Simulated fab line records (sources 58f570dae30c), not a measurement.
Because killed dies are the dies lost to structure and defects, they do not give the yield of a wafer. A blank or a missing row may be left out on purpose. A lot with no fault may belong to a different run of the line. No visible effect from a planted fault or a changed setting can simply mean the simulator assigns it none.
Which tool is to blame? | flow berkeleyCmos170 | 7 lots with 21 wafers sampled at 3 steps, on a route of 331 steps

## WHAT EACH GAUGE READ, for each wafer
UCB170_GATE_THK_MEAS_02.
lot  | measured     | on           | GATE_OXIDE_THK (nm)
L860 | day 6 09:55  | filmMetro-04 | 6.58 6.52 6.40
L863 | day 7 10:33  | filmMetro-04 | 6.59 6.69 6.67
L865 | day 7 10:33  | filmMetro-02 | 6.66 6.64 6.72
L866 | day 8 05:19  | filmMetro-02 | 6.72 6.57 6.59
L870 | day 9 04:40  | filmMetro-01 | 6.74 6.73 6.67
L875 | day 10 17:17 | filmMetro-02 | 6.76 6.85 6.69
L881 | day 11 15:10 | filmMetro-01 | 5.89 5.83 5.76 5.90 5.81 5.78

## EACH LOT AND THE TOOL THAT RAN IT (in order: tool; ch and the chambers of the sampled wafers; start)
lot  | UCB170_PFIELD_STRIP_08             | UCB170_GATE_OXIDATION_01
L860 | plasmaAsher-02 ch 0,1, day 4 23:43 | furnace-04 ch 0, day 6 08:17
L863 | plasmaAsher-02 ch 0,1, day 5 15:19 | furnace-01 ch 0, day 7 09:03
L865 | plasmaAsher-02 ch 1, day 5 18:10   | furnace-01 ch 0, day 7 09:03
L866 | plasmaAsher-01 ch 0,1, day 6 03:16 | furnace-01 ch 0, day 8 03:49
L870 | plasmaAsher-02 ch 0,1, day 7 09:02 | furnace-02 ch 0, day 9 03:10
L875 | plasmaAsher-02 ch 0,1, day 8 13:53 | furnace-01 ch 0, day 10 15:47
L881 | plasmaAsher-02 ch 1, day 9 14:01   | furnace-01 ch 0, day 11 13:40
- UCB170_PFIELD_STRIP_08: strips in O2.
- UCB170_GATE_OXIDATION_01: target thk 6.6 nm, ox time 1800 s.

## THE ANSWER, worked out from the rows above alone
Rule: the lots themselves supply what counts as usual. Put in order of their means at a reading, lots are off if they are a third of the lots or fewer, leave a main group of 4 or more, and stand apart from it by a gap of 3 or more times the standard deviation of the main group's means; of several such gaps the widest counts. The tables above print the reading to a certain number of digits; a main group whose means all agree to those digits is not used. A lot without any number at a reading at which 4 lots or more have one is off too. Any other lot the step has rows for is counted as sound.
Off: L881, at UCB170_GATE_THK_MEAS_02 (GATE_OXIDE_THK). The main group: mean 6.66 nm, standard deviation 0.083.
A tool fits if, at a process step before that reading, it ran every lot that is off, and no sound lot after the first of them. Those tools and the gauges at UCB170_GATE_THK_MEAS_02 are tried in the same way. Can't be told from this: 3 tools fit, plasmaAsher-02 at UCB170_PFIELD_STRIP_08, furnace-01 at UCB170_GATE_OXIDATION_01, filmMetro-01 at UCB170_GATE_THK_MEAS_02.

## WHAT THE SIMULATOR HAD INSERTED
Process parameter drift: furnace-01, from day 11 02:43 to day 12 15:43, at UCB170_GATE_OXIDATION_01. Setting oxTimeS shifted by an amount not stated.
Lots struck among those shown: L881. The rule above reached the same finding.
